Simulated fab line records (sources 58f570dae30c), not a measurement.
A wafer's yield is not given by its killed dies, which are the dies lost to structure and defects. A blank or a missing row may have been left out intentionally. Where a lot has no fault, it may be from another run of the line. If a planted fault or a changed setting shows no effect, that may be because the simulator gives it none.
Split-lot study	flow berkeley_cmos170	on a route of 331 steps: 5 lots, 23 wafers read

== THE SPLIT ==
At UCB170_V2_COAT_07 (resist thk 900 nm), the setting resist_thk_nm was moved away from the recipe's 900 nm on 5 of the 23 wafers read, by -2.2% to +6.0%. The other wafers ran this setting at the recipe's value.

The split's own step is where the reading is taken.

== THE READING ==
KrF_of_V2_COAT_07.thk_nm (the simulator's own value, which no gauge read), in nm, at UCB170_V2_COAT_07 (resist thk 900 nm). The file gives no usual value for it. The 18 wafers here that ran the recipe average 901.7 nm, standard deviation 2.2 nm.

wafer	tool, chamber at the split	resist_thk_nm as run, nm	against the recipe	KrF_of_V2_COAT_07.thk_nm, nm	against lot-mates on the recipe
L074.1	litho_track-02, 0	900	recipe	900	-
L074.2	litho_track-02, 0	880	-2.2%	881.6	-20.3
L074.3	litho_track-02, 0	900	recipe	902.1	-
L074.4	litho_track-02, 0	900	recipe	903.5	-
L074.5	litho_track-02, 0	880	-2.2%	879.8	-22.1
L076.1	litho_track-04, 0	900	recipe	902	-
L076.2	litho_track-04, 0	900	recipe	903.4	-
L076.3	litho_track-04, 0	900	recipe	901.4	-
L076.5	litho_track-04, 0	900	recipe	900.3	-
L076.6	litho_track-04, 0	900	recipe	902.8	-
L078.1	litho_track-02, 0	900	recipe	895	-
L078.2	litho_track-02, 0	900	recipe	898.3	-
L078.3	litho_track-02, 0	953.9	+6.0%	948.9	+52.2
L078.4	litho_track-02, 0	953.9	+6.0%	947.3	+50.6
L078.5	litho_track-02, 0	953.9	+6.0%	947.4	+50.8
L079.1	litho_track-03, 0	900	recipe	902.2	-
L079.2	litho_track-03, 0	900	recipe	901.8	-
L079.3	litho_track-03, 0	900	recipe	902.9	-
L079.4	litho_track-03, 0	900	recipe	903.6	-
L079.5	litho_track-03, 0	900	recipe	903.8	-
L082.2	litho_track-04, 0	900	recipe	901.8	-
L082.3	litho_track-04, 0	900	recipe	902.3	-
L082.5	litho_track-04, 0	900	recipe	903.9	-

THE FIT
A straight line over all 23 wafers: KrF_of_V2_COAT_07.thk_nm changes by +7.9 nm for each +1% of resist_thk_nm; r = +0.99; the points scatter about the line by 2.3 nm.
The same after taking each lot's own level away (the mean of its wafers on the recipe; 23 wafers): +8.66 nm for each +1%; r = +1.00; scatter 1.3 nm.
On that fit, the largest move of resist_thk_nm shifts the reading by 52 nm.
The lots' own levels span 896.65 to 902.86 nm, that is 2.9 times the standard deviation above.
So the lot-to-lot level changes the slope little: the two slopes agree.
Check: for one of the wafers moved furthest among these (+6.0%), held out of the fit, the line's prediction against its lot-mates is +51.3 nm. Against them it came out at +52.2 nm.

== THE OTHER SPLITS THESE WAFERS WENT THROUGH ==
These wafers also went through other splits before the reading. Each is held against what the fit with the lots' levels taken away leaves over:
other split on the same wafers	wafers away from the commonest value	r with KrF_of_V2_COAT_07.thk_nm (lot level and that fit taken away)
UCB170_SDANNEAL_RTA_00 time_s	9	-0.34
UCB170_SILICIDE_SPUTTER_01 time_s	10	+0.14
UCB170_CONTACT_PEB_13 peb_temp_c	8	+0.06
UCB170_V1_COAT_07 spin_rpm	11	+0.10
UCB170_V1_ETCH_14 over_etch_frac	10	+0.31

== THE WHOLE CHAIN: every reading that the file lists as answering this split, in the file's order ==
step	what it does	reading	change (the file's fit)	r (the file's)
UCB170_V2_COAT_07	resist thk 900 nm	KrF_of_V2_COAT_07.thk_nm (the simulator's own value, which no gauge read)	+8.67 nm for each +1% of the setting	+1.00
UCB170_V2_STRIP_15	strips in O2	strip_time_to_endpoint_s	withheld for each +1% of the setting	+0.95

== FILE'S OWN FIT ==
KrF_of_V2_COAT_07.thk_nm changes by +8.67 nm for each +1% of resist_thk_nm, r = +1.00.
